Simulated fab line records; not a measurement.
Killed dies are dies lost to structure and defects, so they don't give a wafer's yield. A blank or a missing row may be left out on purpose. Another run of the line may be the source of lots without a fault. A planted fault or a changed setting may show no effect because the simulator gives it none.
fab line records ; flow rit_cmos
record: lots: 5; wafers: 15; last_day: 7
route steps=202 shown CONTACT@171 M1@184
lots that met no fault: taken from a fault-free run of the same line
start_h: start of the lot's first displayed wafer, in hours after the record's first day ; wait_h: hours from the lot's prior step to this one ; " identical to the entry in the row above ; L1.1+2: one row covering several wafers at once ; - no value, or no start was given ; * or withheld: withheld ; < > ~ a bound
route shown NAME@n: names a module that has steps shown in the file, with the first one's number in the route ; usual: mean and standard deviation over wafers with no fault ; same: alike in all rows ; chamber/n: place in a boat ; sites: per-site readings ; _std_site: their standard deviation ; _edge_site: mean of outer sites minus mean of inner sites ; radius_mm: how far each site lies from the wafer's centre ; mask NAME#n: copy n ; behind: the most recent tool/chamber to have shaped the wafer ; hold: what put the lot on hold/how long, in hours/how the hold closed ; device: which transistor (n, p or np) failed to switch ; end of line: at the end of the route, the tests of the same wafers ; a step given without rows: its recipe and nothing more ; killed: dies lost to structure and defects at the first sort, not the wafer's yield ; map: a wafer's dies, x killed, . not, _ none there
set.NAME: the setting the step ran with; set.NAME@STEP: the setting that earlier step ran with ; model.NAME: the simulator's own value behind a step, which no gauge read
lots at selected steps of the route; one table per step, one row per wafer
services: the hour from which a tool's chamber was out of use, counted from the record's first day as start_h (under 0 if before that day), plus the number of hours and why
== steps ==
step: RIT_CONTACT_COAT_03
recipe: resist: NOVOLAK; spin_rpm: 3250; resist_thk_nm: 982.9
step: RIT_CONTACT_SOFTBAKE_04
recipe: resist: NOVOLAK; temp_c: 90; time_s: 60
step: RIT_CONTACT_EXPOSE_05
recipe: mask_id: M11; na: 0.6; source_shape: conventional; sigma_outer: 0.5; target_cd_nm: 1000; dose_mj: 250
step: RIT_CONTACT_PEB_06
recipe: resist: NOVOLAK; temp_c: withheld; time_s: withheld
step: RIT_CONTACT_DEVELOP_07
recipe: resist: NOVOLAK; develop_time_s: 120; dev_temp_c: 23
step: RIT_CONTACT_CD_MEAS_08
recipe: target_cd_nm: 1000
usual: cd_nm: 999.1/2.5
lot.wafer;tool;chamber;start_h;wait_h;cd_nm
L435.1;cd_sem-01;-;56.95;-;994.9
L435.2;cd_sem-01;-;56.95;-;992.4
L435.6;cd_sem-01;-;56.95;-;992.6
L438.1;cd_sem-01;-;70.29;-;999.8
L438.4;cd_sem-01;-;70.29;-;1000.4
L438.6;cd_sem-01;-;70.29;-;998.2
L450.2;cd_sem-02;-;129.43;-;1002.9
L450.4;cd_sem-02;-;129.43;-;1002.6
L450.6;cd_sem-02;-;129.43;-;998.1
L454.1;cd_sem-02;-;147.25;-;1001.8
L454.3;cd_sem-02;-;147.25;-;1002.3
L454.5;cd_sem-02;-;147.25;-;1002.4
L458.4;cd_sem-02;-;167.33;-;1002.6
L458.5;cd_sem-02;-;167.33;-;1002.3
L458.6;cd_sem-02;-;167.33;-;1001.1
step: RIT_CONTACT_OVL_MEAS_09
usual: CONTACT_OVL: 0.9/1.5
lot.wafer;tool;chamber;start_h;wait_h;CONTACT_OVL[nm]
L435.1;overlay-02;-;57.07;0.1;-0.8
L435.2;overlay-02;-;57.07;0.1;1.5
L435.6;overlay-02;-;57.07;0.1;-0.9
L438.1;overlay-02;-;70.41;0.1;1.2
L438.4;overlay-02;-;70.41;0.1;0.2
L438.6;overlay-02;-;70.41;0.1;0.0
L450.2;overlay-01;-;129.53;0.1;3.7
L450.4;overlay-01;-;129.53;0.1;1.4
L450.6;overlay-01;-;129.53;0.1;0.0
L454.1;overlay-01;-;147.37;0.1;-0.9
L454.3;overlay-01;-;147.37;0.1;-1.5
L454.5;overlay-01;-;147.37;0.1;-2.3
L458.4;overlay-01;-;167.41;0.1;-0.9
L458.5;overlay-01;-;167.41;0.1;-1.2
L458.6;overlay-01;-;167.41;0.1;-1.2
step: RIT_CONTACT_HARDBAKE_10
recipe: resist: NOVOLAK; temp_c: 140; time_s: 60
step: RIT_CONTACT_ETCH_11
recipe: target_depth_a: 4800; over_etch_frac: 0.2; stop_on: TiSi2; chemistry: CHF3/CF4/Ar; target: SiO2; CHF3_flow_sccm: 50; cf4_flow_sccm: 10; Ar_flow_sccm: 100; O2_flow_sccm: 5; pressure_mtorr: 100; rf_w: 200; time_s: 320
usual: drypump_motor_current_A: 5.9/0.52; oes_product_au: 0.982/0.019; throttle_valve_pct: 8.86/0.14
lot.wafer;tool;chamber;start_h;wait_h;drypump_motor_current_A;oes_product_au;rf_hours_counter_h;throttle_valve_pct
L435.1;rie_diel-01;1;57.26;0.1;5.8;1.003;150;8.97
L435.2;rie_diel-01;2;57.26;0.1;5.3;0.982;119;8.70
L435.6;rie_diel-01;2;57.26;0.1;5.3;0.975;-;8.70
L438.1;rie_diel-03;0;70.59;0.1;5.7;0.960;44;9.04
L438.4;rie_diel-03;1;70.59;0.1;5.9;1.012;2;8.86
L438.6;rie_diel-03;0;70.59;0.1;5.7;0.969;-;9.06
L450.2;rie_diel-03;0;129.71;0.1;5.8;0.960;45;9.08
L450.4;rie_diel-03;3;129.71;0.1;6.5;0.965;99;8.70
L450.6;rie_diel-03;1;129.71;0.1;5.9;1.010;-;8.87
L454.1;rie_diel-02;3;147.56;0.1;5.1;1.007;128;8.97
L454.3;rie_diel-02;1;147.56;0.1;5.4;1.001;8;8.76
L454.5;rie_diel-02;1;147.56;0.1;5.4;0.992;-;8.77
L458.4;rie_diel-02;3;167.58;0.1;5.1;1.007;128;8.96
L458.5;rie_diel-02;2;167.58;0.1;5.4;0.985;-;8.97
L458.6;rie_diel-02;1;167.58;0.1;5.4;0.992;-;8.78
step: RIT_CONTACT_STRIP_12
recipe: chemistry: O2; time_s: 180; resist: NOVOLAK; platen_temp_c: withheld; power_w: 500; pressure_mtorr: 4000; o2_flow_sccm: 4000
usual: drypump_motor_current_A: 5.6/0.39
lot.wafer;tool;chamber;start_h;wait_h;drypump_motor_current_A;rf_hours_counter_h
L435.1;plasma_asher-01;0;57.45;0.1;5.0;42
L435.2;plasma_asher-01;1;57.45;0.1;6.0;42
L435.6;plasma_asher-01;0;57.45;0.1;5.0;-
L438.1;plasma_asher-02;0;70.79;0.1;5.7;24
L438.4;plasma_asher-02;0;70.79;0.1;5.7;-
L438.6;plasma_asher-02;1;70.79;0.1;6.1;-
L450.2;plasma_asher-01;1;129.91;0.1;6.0;52
L450.4;plasma_asher-01;0;129.91;0.1;5.0;-
L450.6;plasma_asher-01;0;129.91;0.1;5.0;-
L454.1;plasma_asher-01;0;147.75;0.1;5.1;54
L454.3;plasma_asher-01;0;147.75;0.1;5.0;-
L454.5;plasma_asher-01;0;147.75;0.1;5.1;-
L458.4;plasma_asher-03;0;167.83;0.2;5.8;-
L458.5;plasma_asher-03;0;167.83;0.2;5.8;-
L458.6;plasma_asher-03;1;167.83;0.2;5.7;-
step: RIT_CONTACT_CD_MEAS_90
recipe: target_cd_nm: 1000
usual: cd_nm: 999.2/2.5
lot.wafer;tool;chamber;start_h;wait_h;cd_nm
L435.1;cd_sem-01;-;57.63;0.1;995.0
L435.2;cd_sem-01;-;57.63;0.1;992.4
L435.6;cd_sem-01;-;57.63;0.1;992.6
L438.1;cd_sem-02;-;70.96;0.1;999.9
L438.4;cd_sem-02;-;70.96;0.1;1000.0
L438.6;cd_sem-02;-;70.96;0.1;998.5
L450.2;cd_sem-01;-;130.10;0.1;1002.6
L450.4;cd_sem-01;-;130.10;0.1;1003.0
L450.6;cd_sem-01;-;130.10;0.1;998.2
L454.1;cd_sem-01;-;147.93;0.1;1002.4
L454.3;cd_sem-01;-;147.93;0.1;1002.1
L454.5;cd_sem-01;-;147.93;0.1;1001.7
L458.4;cd_sem-02;-;168.01;0.1;1002.2
L458.5;cd_sem-02;-;168.01;0.1;1002.4
L458.6;cd_sem-02;-;168.01;0.1;1000.6
step: RIT_CONTACT_CLEAN_13
recipe: chemistry: SC1; mix: 3:3:50; time_s: 600; temp_c: 75
step: RIT_CONTACT_CLEAN_14
recipe: chemistry: SC2; mix: 3:3:50; time_s: 600; temp_c: 75; dry: n2_spin
lot.wafer;tool;chamber;start_h;wait_h
L435.1+2+6;wet_bench-04;2;57.92;0.0
L438.1+4+6;wet_bench-02;0;71.26;0.0
L450.2+4+6;wet_bench-02;3;130.38;0.0
L454.1+3+5;wet_bench-01;1;148.24;0.0
L458.4+5+6;wet_bench-01;2;168.24;0.0
step: RIT_M1_SPUTTER_00
recipe: material: Al; target_thk_nm: 400; power_w: 1952; chamber_pressure_pa: 0.4; gas: Ar; time_s: 500; substrate_temp_c: 25
usual: chamber_pressure_pa: 0.4001/0.00074; substrate_temp_c: 25.00/0.12; throttle_valve_pct: 29.2/0.79
lot.wafer;tool;chamber;start_h;wait_h;chamber_pressure_pa;substrate_temp_c;throttle_valve_pct
L435.1;pvd_sputter-04;-;58.10;0.0;0.4007;24.76;28.8
L435.2;pvd_sputter-04;-;58.10;0.0;0.4001;24.99;28.0
L435.6;pvd_sputter-04;-;58.10;0.0;0.4002;24.97;28.2
L438.1;pvd_sputter-04;-;71.45;0.0;0.3992;25.21;28.2
L438.4;pvd_sputter-04;-;71.45;0.0;0.4009;24.96;28.9
L438.6;pvd_sputter-04;-;71.45;0.0;0.4011;24.92;29.1
L450.2;pvd_sputter-02;-;130.57;0.0;0.3991;25.09;30.0
L450.4;pvd_sputter-02;-;130.57;0.0;0.3998;24.92;29.2
L450.6;pvd_sputter-02;-;130.57;0.0;0.4002;25.06;29.7
L454.1;pvd_sputter-02;-;148.41;0.0;0.4001;24.94;30.0
L454.3;pvd_sputter-02;-;148.41;0.0;0.4005;25.18;29.6
L454.5;pvd_sputter-02;-;148.41;0.0;0.4002;24.98;30.1
L458.4;pvd_sputter-02;-;168.42;0.0;0.3996;24.82;30.0
L458.5;pvd_sputter-02;-;168.42;0.0;0.3990;24.89;30.0
L458.6;pvd_sputter-02;-;168.42;0.0;0.4009;25.05;30.1
step: RIT_M1_RS_MEAS_01
recipe: thk_meas_gauge: four-point-probe; reads: Al_of_M1_SPUTTER_00
usual: M1_AL_RS: 0.0755/0.00076
lot.wafer;tool;chamber;start_h;wait_h;M1_AL_RS[ohm/sq]
L435.1;film_metro-04;-;58.39;0.1;0.0761
L435.2;film_metro-04;-;58.39;0.1;0.0750
L435.6;film_metro-04;-;58.39;0.1;0.0745
L438.1;film_metro-01;-;71.74;0.1;0.0753
L438.4;film_metro-01;-;71.74;0.1;0.0759
L438.6;film_metro-01;-;71.74;0.1;0.0763
L450.2;film_metro-01;-;130.88;0.2;0.0751
L450.4;film_metro-01;-;130.88;0.2;0.0759
L450.6;film_metro-01;-;130.88;0.2;0.0755
L454.1;film_metro-04;-;148.71;0.1;0.0745
L454.3;film_metro-04;-;148.71;0.1;0.0763
L454.5;film_metro-04;-;148.71;0.1;0.0747
L458.4;film_metro-02;-;168.77;0.2;0.0751
L458.5;film_metro-02;-;168.77;0.2;0.0751
L458.6;film_metro-02;-;168.77;0.2;0.0763
step: RIT_M1_THK_MEAS_02
recipe: thk_meas_gauge: xrf; reads: Al_of_M1_SPUTTER_00
usual: M1_AL_THK: 384/5.1
lot.wafer;tool;chamber;start_h;wait_h;M1_AL_THK[nm]
L435.1;film_metro-04;-;58.51;0.1;380
L435.2;film_metro-04;-;58.51;0.1;388
L435.6;film_metro-04;-;58.51;0.1;388
L438.1;film_metro-01;-;71.86;0.1;386
L438.4;film_metro-01;-;71.86;0.1;382
L438.6;film_metro-01;-;71.86;0.1;383
L450.2;film_metro-01;-;130.99;0.1;389
L450.4;film_metro-01;-;130.99;0.1;384
L450.6;film_metro-01;-;130.99;0.1;384
L454.1;film_metro-04;-;148.83;0.1;390
L454.3;film_metro-04;-;148.83;0.1;381
L454.5;film_metro-04;-;148.83;0.1;389
L458.4;film_metro-02;-;168.86;0.1;384
L458.5;film_metro-02;-;168.86;0.1;385
L458.6;film_metro-02;-;168.86;0.1;375
step: RIT_M1_HMDS_03
recipe: prime_time_s: 60; prime_temp_c: 140
step: RIT_M1_COAT_04
recipe: resist: NOVOLAK; spin_rpm: 2000; resist_thk_nm: 1300
step: RIT_M1_SOFTBAKE_05
recipe: resist: NOVOLAK; temp_c: 90; time_s: 60
step: RIT_M1_EXPOSE_06
recipe: mask_id: M12; na: 0.6; source_shape: conventional; sigma_outer: 0.5; target_cd_nm: 2600; dose_mj: 250
step: RIT_M1_PEB_07
recipe: resist: NOVOLAK; temp_c: withheld; time_s: withheld
step: RIT_M1_DEVELOP_08
recipe: resist: NOVOLAK; develop_time_s: 65.25; dev_temp_c: 23
step: RIT_M1_CD_MEAS_09
recipe: target_cd_nm: 2600
usual: cd_nm: 2600.6/2.1
lot.wafer;tool;chamber;start_h;wait_h;cd_nm
L435.1;cd_sem-01;-;59.45;-;2597.6
L435.2;cd_sem-01;-;59.45;-;2598.7
L435.6;cd_sem-01;-;59.45;-;2597.9
L438.1;cd_sem-01;-;72.93;-;2606.2
L438.4;cd_sem-01;-;72.93;-;2604.3
L438.6;cd_sem-01;-;72.93;-;2605.0
L450.2;cd_sem-01;-;132.07;-;2603.3
L450.4;cd_sem-01;-;132.07;-;2603.8
L450.6;cd_sem-01;-;132.07;-;2602.4
L454.1;cd_sem-01;-;149.77;-;2599.8
L454.3;cd_sem-01;-;149.77;-;2602.3
L454.5;cd_sem-01;-;149.77;-;2602.6
L458.4;cd_sem-02;-;169.96;-;2600.5
L458.5;cd_sem-02;-;169.96;-;2600.4
L458.6;cd_sem-02;-;169.96;-;2599.1
step: RIT_M1_OVL_MEAS_10
usual: M1_OVL: 0.4/1.5
lot.wafer;tool;chamber;start_h;wait_h;M1_OVL[nm]
L435.1;overlay-02;-;59.57;0.1;0.0
L435.2;overlay-02;-;59.57;0.1;-0.4
L435.6;overlay-02;-;59.57;0.1;1.1
L438.1;overlay-02;-;73.05;0.1;1.6
L438.4;overlay-02;-;73.05;0.1;1.3
L438.6;overlay-02;-;73.05;0.1;1.0
L450.2;overlay-02;-;132.17;0.1;2.2
L450.4;overlay-02;-;132.17;0.1;2.8
L450.6;overlay-02;-;132.17;0.1;3.1
L454.1;overlay-02;-;149.89;0.1;-1.1
L454.3;overlay-02;-;149.89;0.1;-0.2
L454.5;overlay-02;-;149.89;0.1;-1.4
L458.4;overlay-01;-;170.04;0.1;1.0
L458.5;overlay-01;-;170.04;0.1;1.6
L458.6;overlay-01;-;170.04;0.1;0.8
step: RIT_M1_HARDBAKE_11
recipe: resist: NOVOLAK; temp_c: 140; time_s: 120
step: RIT_M1_METAL_ETCH_12
recipe: stop_on: SiO2; chemistry: Cl2/BCl3; target: Al; time_s: 165; over_etch_frac: 0.5; pressure_mtorr: 100; target_depth_a: 6000; rf_w: 250; Cl2_flow_sccm: 60; bcl3_flow_sccm: 50
usual: drypump_motor_current_A: 5.24/0.3; mfc_cl2_sccm: 60.01/0.19; oes_product_au: 0.771/0.016; throttle_valve_pct: 8.24/0.11
lot.wafer;tool;chamber;start_h;wait_h;drypump_motor_current_A;mfc_cl2_sccm;oes_product_au;rf_hours_counter_h;throttle_valve_pct
L435.1;rie_metal-01;1;59.86;0.2;5.20;59.82;0.762;4;8.32
L435.2;rie_metal-01;0;59.86;0.2;5.33;59.84;0.789;4;8.26
L435.6;rie_metal-01;0;59.86;0.2;5.32;59.80;0.775;-;8.26
L438.1;rie_metal-01;0;73.33;0.2;5.33;59.89;0.777;4;8.27
L438.4;rie_metal-01;1;73.33;0.2;5.23;59.83;0.768;-;8.32
L438.6;rie_metal-01;0;73.33;0.2;5.31;59.84;0.769;-;8.26
L450.2;rie_metal-01;1;132.45;0.2;5.21;60.28;0.780;5;8.32
L450.4;rie_metal-01;0;132.45;0.2;5.31;59.94;0.770;-;8.26
L450.6;rie_metal-01;1;132.45;0.2;5.22;59.88;0.771;-;8.33
L454.1;rie_metal-01;0;150.17;0.2;5.32;60.18;0.775;5;8.27
L454.3;rie_metal-01;0;150.17;0.2;5.31;59.87;0.763;-;8.25
L454.5;rie_metal-01;0;150.17;0.2;5.31;60.25;0.785;-;8.27
L458.4;rie_metal-04;0;170.36;0.1;4.85;60.04;0.771;-;8.05
L458.5;rie_metal-04;0;170.36;0.1;4.83;60.16;0.771;-;8.03
L458.6;rie_metal-04;1;170.36;0.1;5.49;60.37;0.790;-;8.18
step: RIT_M1_STRIP_13
recipe: chemistry: nmp; resist: NOVOLAK; temp_c: 80; time_s: 600; dry: n2_spin
step: RIT_M1_STRIP_14
recipe: chemistry: O2; time_s: 180; platen_temp_c: withheld; power_w: 500; pressure_mtorr: 4000; o2_flow_sccm: 4000
usual: drypump_motor_current_A: 5.6/0.46
lot.wafer;tool;chamber;start_h;wait_h;drypump_motor_current_A;rf_hours_counter_h
L435.1;plasma_asher-01;0;60.20;0.0;5.0;42
L435.2;plasma_asher-01;1;60.20;0.0;6.0;42
L435.6;plasma_asher-01;0;60.20;0.0;5.0;-
L438.1;plasma_asher-04;0;73.69;0.0;5.1;41
L438.4;plasma_asher-04;0;73.69;0.0;5.1;-
L438.6;plasma_asher-04;1;73.69;0.0;6.0;-
L450.2;plasma_asher-04;1;132.79;0.0;6.0;2
L450.4;plasma_asher-04;0;132.79;0.0;5.1;-
L450.6;plasma_asher-04;1;132.79;0.0;6.0;-
L454.1;plasma_asher-02;1;150.51;0.0;6.1;26
L454.3;plasma_asher-02;1;150.51;0.0;6.1;-
L454.5;plasma_asher-02;0;150.51;0.0;5.7;-
L458.4;plasma_asher-01;1;170.72;0.1;6.0;-
L458.5;plasma_asher-01;1;170.72;0.1;6.0;-
L458.6;plasma_asher-01;0;170.72;0.1;5.0;-
step: RIT_M1_CD_MEAS_90
recipe: target_cd_nm: 2600
usual: cd_nm: 2601/3.3
lot.wafer;tool;chamber;start_h;wait_h;cd_nm
L435.1;cd_sem-02;-;60.37;0.1;2599
L435.2;cd_sem-02;-;60.37;0.1;2600
L435.6;cd_sem-02;-;60.37;0.1;2600
L438.1;cd_sem-02;-;73.86;0.1;2609
L438.4;cd_sem-02;-;73.86;0.1;2607
L438.6;cd_sem-02;-;73.86;0.1;2608
L450.2;cd_sem-01;-;132.99;0.1;2607
L450.4;cd_sem-01;-;132.99;0.1;2607
L450.6;cd_sem-01;-;132.99;0.1;2605
L454.1;cd_sem-01;-;150.69;0.1;2602
L454.3;cd_sem-01;-;150.69;0.1;2605
L454.5;cd_sem-01;-;150.69;0.1;2605
L458.4;cd_sem-02;-;170.89;0.1;2602
L458.5;cd_sem-02;-;170.89;0.1;2601
L458.6;cd_sem-02;-;170.89;0.1;2599
step: RIT_M1_ANNEAL_15
recipe: temp_c: 450; time_s: 1800; ambient: forming_gas_H2N2
step: RIT_M1_BOW_MEAS_16
recipe: mode: bow
usual: M1_BOW: 17/6.3
lot.wafer;tool;chamber;start_h;wait_h;M1_BOW[um]
L435.1;film_metro-04;-;62.71;0.0;24
L435.2;film_metro-04;-;62.71;0.0;16
L435.6;film_metro-04;-;62.71;0.0;28
L438.1;film_metro-01;-;75.78;0.0;16
L438.4;film_metro-01;-;75.78;0.0;13
L438.6;film_metro-01;-;75.78;0.0;30
L450.2;film_metro-04;-;134.84;0.0;22
L450.4;film_metro-04;-;134.84;0.0;13
L450.6;film_metro-04;-;134.84;0.0;17
L454.1;film_metro-01;-;153.55;0.0;22
L454.3;film_metro-01;-;153.55;0.0;23
L454.5;film_metro-01;-;153.55;0.0;28
L458.4;film_metro-02;-;172.63;0.1;15
L458.5;film_metro-02;-;172.63;0.1;18
L458.6;film_metro-02;-;172.63;0.1;20
step: RIT_M1_PROBE_99
usual: killed_at_M0_to_M3: 0.0/0.14; killed_at_contacts: 0.1/0.26; killed_at_front_end: 7/3.2; killed_dies: 7/3.2; killed_open: 3.2/2.1; killed_short: 3.7/2.1
same: gross_dies: 264; killed_at_M4_up: 0; killed_at_back_side: 0; killed_at_other: 0
lot.wafer;tool;chamber;start_h;wait_h;killed_at_M0_to_M3;killed_at_contacts;killed_at_front_end;killed_dies;killed_open;killed_short
L435.1;prober-02;-;62.83;0.1;0;0;8;8;2;6
L435.2;prober-02;-;62.88;0.1;0;0;3;3;2;1
L435.6;prober-02;-;63.08;0.2;0;0;8;8;2;6
L438.1;prober-01;-;75.90;0.1;0;0;11;11;6;5
L438.4;prober-01;-;76.05;0.2;0;0;9;9;3;6
L438.6;prober-01;-;76.15;0.2;0;0;7;7;2;5
L450.2;prober-01;-;134.99;0.1;0;35;8;43;5;3
L450.4;prober-01;-;135.09;0.2;0;37;9;46;7;2
L450.6;prober-01;-;135.19;0.2;1;34;7;42;2;6
L454.1;prober-01;-;153.67;0.1;0;0;11;11;5;6
L454.3;prober-01;-;153.77;0.2;0;0;10;10;6;4
L454.5;prober-01;-;153.87;0.2;0;0;9;9;3;6
L458.4;prober-01;-;172.84;0.2;0;0;7;7;4;3
L458.5;prober-01;-;172.89;0.2;0;0;8;8;2;6
L458.6;prober-01;-;172.94;0.2;0;0;6;6;5;1
killed by level:class
L435.1 FOX1:geometric_particle:short=3 GATE:geometric_particle:short=2 FOX1:geometric_particle:open=1 GATE:geometric_particle:open=1 REOX:geometric_particle:short=1
L435.2 FOX1:geometric_particle:short=1 GATE:geometric_particle:open=1 SPACER:geometric_particle:open=1
L435.6 FOX1:geometric_particle:short=2 GATE:geometric_particle:short=2 FOX2:geometric_particle:open=1 REOX:geometric_particle:open=1 REOX:geometric_particle:short=1 SILICIDE:geometric_particle:short=1
L438.1 GATE:geometric_particle:short=5 GATE:geometric_particle:open=3 FOX1:geometric_particle:open=2 SILICIDE:geometric_particle:open=1
L438.4 GATE:geometric_particle:short=3 SPACER:geometric_particle:short=2 FOX1:geometric_particle:short=1 GATE:geometric_particle:open=1 REOX:geometric_particle:open=1 SPACER:geometric_particle:open=1
L438.6 REOX:geometric_particle:short=2 SPACER:geometric_particle:short=2 FOX1:geometric_particle:open=1 GATE:geometric_particle:open=1 GATE:geometric_particle:short=1
L450.2 CONTACT:unspecified=35 SILICIDE:geometric_particle:open=3 FOX1:geometric_particle:short=2 FOX1:geometric_particle:open=1 GATE:geometric_particle:open=1 SILICIDE:geometric_particle:short=1
L450.4 CONTACT:unspecified=37 GATE:geometric_particle:open=3 FOX1:geometric_particle:open=2 REOX:geometric_particle:open=2 FOX1:geometric_particle:short=1 SILICIDE:geometric_particle:short=1
L450.6 CONTACT:unspecified=34 GATE:geometric_particle:short=2 SPACER:geometric_particle:short=2 FOX2:geometric_particle:open=1 REOX:geometric_particle:open=1 REOX:geometric_particle:short=1 M1:geometric_particle:short=1
L454.1 GATE:geometric_particle:open=4 GATE:geometric_particle:short=3 FOX2:geometric_particle:open=1 REOX:geometric_particle:short=1 SPACER:geometric_particle:short=1 SILICIDE:geometric_particle:short=1
L454.3 GATE:geometric_particle:open=3 GATE:geometric_particle:short=3 FOX2:geometric_particle:open=1 FOX2:geometric_particle:short=1 REOX:geometric_particle:open=1 SPACER:geometric_particle:open=1
L454.5 GATE:geometric_particle:short=4 FOX2:geometric_particle:open=2 FOX2:geometric_particle:short=2 GATE:geometric_particle:open=1
L458.4 GATE:geometric_particle:open=3 GATE:geometric_particle:short=3 REOX:geometric_particle:open=1
L458.5 GATE:geometric_particle:short=4 SPACER:geometric_particle:short=2 FOX1:geometric_particle:open=1 REOX:geometric_particle:open=1
L458.6 GATE:geometric_particle:open=2 SPACER:geometric_particle:open=2 GATE:geometric_particle:short=1 SILICIDE:geometric_particle:open=1
map L450.4 (x killed, . not)
________......._______
_____.............____
____...............___
___................x__
__......x..x........._
__..................._
_x....................
_...xx.......xxxx.....
_...........xxxxxx....
_..x........xxxxxx....
__....x.....xxxxxx..._
__..........xxxxxxx.x_
___..........xxxxx..__
____........xx.x...___
_____.............____
________......._______
map L438.1 (x killed, . not)
________......._______
_____.............____
____.........x....x___
___.................__
__..................._
__..................._
_x...................x
_.....................
_....................x
_...x...........x.....
__....x.............._
__.....x......x......_
___......x..........__
____...............___
_____.............____
________......._______
== services ==
tool;chamber;start_h;hours;kind
rie_diel-02;2;33.32;12.3;repair
rie_diel-01;1;64.65;1.4;repair
rie_diel-01;-;82.53;0.4;repair
rie_diel-02;2;89.08;3.8;repair
rie_diel-01;0;91.52;3.6;repair
plasma_asher-02;-;92.79;55.8;repair
wet_bench-04;-;93.48;7.8;repair
plasma_asher-04;-;108.92;9.0;pm
plasma_asher-04;0;108.92;9.0;vent_cycle
plasma_asher-04;1;108.92;9.0;vent_cycle
plasma_asher-04;0;117.92;-;clean
plasma_asher-04;1;117.92;-;clean
rie_diel-02;-;120.74;2.8;pm
wet_bench-04;-;144.35;2.3;repair
rie_diel-02;0;145.76;7.4;repair
plasma_asher-02;-;155.35;1.5;repair
rie_diel-01;1;160.13;3.8;repair
rie_diel-01;1;163.93;-;clean
== key ==
first_sign: step: RIT_M1_PROBE_99; reading: killed_at_contacts; direction: up; sigmas: 35; usual: 0.1; struck: 35.3
effect: step: RIT_M1_PROBE_99; reading: killed_dies; direction: up; sigmas: 11; usual: 7; struck: 44
met_at RIT_CONTACT_CLEAN_14
struck_wafers L450.2,L450.4,L450.6
tester_left_out L450
also_fits RIT_CONTACT_ETCH_11:rie_diel-03,RIT_M1_STRIP_14:plasma_asher-04
fault: kind: chamber_particle_source; tool: wet_bench-02; chamber: 3; onset_h: 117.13; steps: RIT_CONTACT_CLEAN_14; rate_per_visit_cm2: 1.3825; end_h: 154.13
tester_left_out: of these lots the tester's yield and bins aren't shown, on N5 and GAA mostly nor the transistor test; their killed dies are dies lost to structure and defects alone, not to doping, threshold or leakage, so they don't give the yield
